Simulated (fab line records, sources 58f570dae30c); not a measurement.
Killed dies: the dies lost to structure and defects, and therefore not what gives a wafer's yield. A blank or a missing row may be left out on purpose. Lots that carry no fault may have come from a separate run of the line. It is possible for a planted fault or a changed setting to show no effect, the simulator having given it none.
2 desks, one fault    flow berkeleyCmos170    each desk holds nothing but its own numbers, with what lay behind them at the end

FOR THE TOOL OWNER'S DESK: plasmaAsher-03
The tool's own readings at UCB170_V1_STRIP_15 (strips in O2): means of the sampled wafers that have a number, for each lot that ran on this tool. A lot is out of limits, marked OUT, if its mean lies more than 4 standard deviations from the usual mean; the brackets give that distance.
Columns: A = chamberPressureMTorr at UCB170_V1_STRIP_15, usual 3499 mTorr; B = drypumpMotorCurrentA at UCB170_V1_STRIP_15, usual 5.6 A; C = oesProductAu at UCB170_V1_STRIP_15, usual 0.721 a.u.; D = stripTimeToEndpointS at UCB170_V1_STRIP_15, usual 15.33 s
lot   first seen here  A     B    C      D
L602  day 7 13:04      3504  5.8  0.723  15.26
L606  day 7 18:16      3499  5.8  0.722  15.24
L619  day 11 06:58     3500  5.9  0.721  15.54
L617  day 11 17:24     3498  5.9  0.721  15.49
L623  day 12 04:56     3505  5.7  0.723  15.77
This desk found nothing out of limits on any of the 5 lots.

THE METROLOGY DESK
What the gauges read, lot by lot, whatever tool the lot ran on: means of the sampled wafers that have a number. A lot is out of limits, marked OUT, if its mean lies more than 4 standard deviations from the usual mean; the brackets give that distance.
Columns: A = cdNm at UCB170_CONTACT_CD_MEAS_90, usual 699.8 nm
lot   first seen here  A
L603  day 7 02:41      700.7
L602  day 7 03:13      699.0
L606  day 7 07:18      701.9
L604  day 7 08:34      698.6
L608  day 8 00:01      701.1
L607  day 8 00:19      699.1
L610  day 8 21:35      698.7
L611  day 9 08:29      702.4
L616  day 10 17:44     699.1
L619  day 11 00:08     699.8
L617  day 11 00:21     700.1
L621  day 11 18:01     700.7
L620  day 11 18:38     698.4
L623  day 11 18:47     700.2
This desk found nothing out of limits on any of the 14 lots.

TAKEN TOGETHER
Nothing out of limits was seen by the tool owner's desk.
Metrology desk: nothing out of limits seen.

WHAT HAD BEEN PUT IN BY THE SIMULATOR
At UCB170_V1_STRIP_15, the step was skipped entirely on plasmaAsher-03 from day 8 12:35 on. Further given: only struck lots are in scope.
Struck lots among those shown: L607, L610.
